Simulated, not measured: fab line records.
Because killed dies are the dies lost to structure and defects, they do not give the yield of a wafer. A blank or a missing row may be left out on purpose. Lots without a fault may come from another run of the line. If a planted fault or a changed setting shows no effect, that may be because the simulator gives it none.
Struck lot and sound lot, side by side    flow rit cmos    15 steps out of a route of 202
Sound: the wafers L284.1, L284.5, L284.6. Wafers L296.2, L296.5, L296.6 were the ones struck. Last of all comes the cause.
At each step with rows: each side's tool, then ch and its chambers, then its first start. Under that, the readings that differ: sound wafers    struck wafers    difference of the means    sigmas: that difference in standard deviations of wafers without a fault.
alike: same words and numbers on both sides, and readings whose means sit less than 2 such deviations apart. not compared: any withheld reading, any reading some wafer has no value for, any bound like >300 that may hide the same value, and any number with overlapping values for which the record gives no deviation.
Wherever a step has rows on one side only, a row that says differs or no value, or a row with sigmas, the two part there. Non-overlapping numbers with no deviation appear without sigmas and do not part them. A reading that every wafer of one side lacks parts them only if that side has two wafers or more.

first, 5 steps without rows for these wafers: RIT_M1_COAT_04 (resist thk 1300 nm); RIT_M1_SOFTBAKE_05 (time 60 s); RIT_M1_EXPOSE_06 (exposes mask M12, target cd 2600 nm); RIT_M1_PEB_07; RIT_M1_DEVELOP_08 (develop time 68 s).
RIT_M1_CD_MEAS_09 targets a cd of 2600 nm.
  sound on cd sem-01, day 3 19:34; struck on cd sem-02, day 6 04:40
  alike: cd nm
RIT_M1_OVL_MEAS_10:
  sound on overlay-02, day 3 19:41; struck on overlay-02, day 6 04:47
  alike: M1_OVL
then, 1 step without rows for these wafers: RIT_M1_HARDBAKE_11 (time 120 s).
RIT_M1_METAL_ETCH_12: etches Al in Cl2/BCl3, stops on SiO2, time 165 s, target depth 600 nm.
  sound on rie metal-01 ch 1, day 3 19:58; struck on rie metal-01 ch 1, day 6 05:10
  alike: drypump motor current A, mfc cl2 sccm, oes product au, throttle valve pct
  not compared: rf hours counter h
then, 1 step without rows for these wafers: RIT_M1_STRIP_13 (strips in nmp, time 600 s).
RIT_M1_STRIP_14: strips in O2, time 180 s.
  sound on plasma asher-01 ch 0,1, day 3 20:28; struck on plasma asher-01 ch 0,1, day 6 05:37
  alike: drypump motor current A
  not compared: rf hours counter h
RIT_M1_CD_MEAS_90 targets a cd of 2600 nm.
  sound on cd sem-02, day 3 20:39; struck on cd sem-01, day 6 05:49
  alike: cd nm
RIT_M1_ANNEAL_15: time 1800 s.
  sound on furnace-02 ch 0, day 3 20:46; struck on furnace-02 ch 0, day 6 07:35
  alike: spike tc source C, zone power source pct
RIT_M1_BOW_MEAS_16:
  sound on film metro-01, day 3 22:16; struck on film metro-02, day 6 09:07
  alike: M1_BOW
RIT_M1_PROBE_99:
  sound on prober-01, day 3 22:23; struck on prober-01, day 6 09:16
  alike: defect limited yield, killed at contacts, killed at front end, killed dies, killed open, killed short, sort_bin_3_pad_short, sort_bin_5_function, sort_bin_6_memory, sort n pass, sort yield pct

## WHERE THEY PART
Nowhere in this record.

WHY: what the simulator had put in
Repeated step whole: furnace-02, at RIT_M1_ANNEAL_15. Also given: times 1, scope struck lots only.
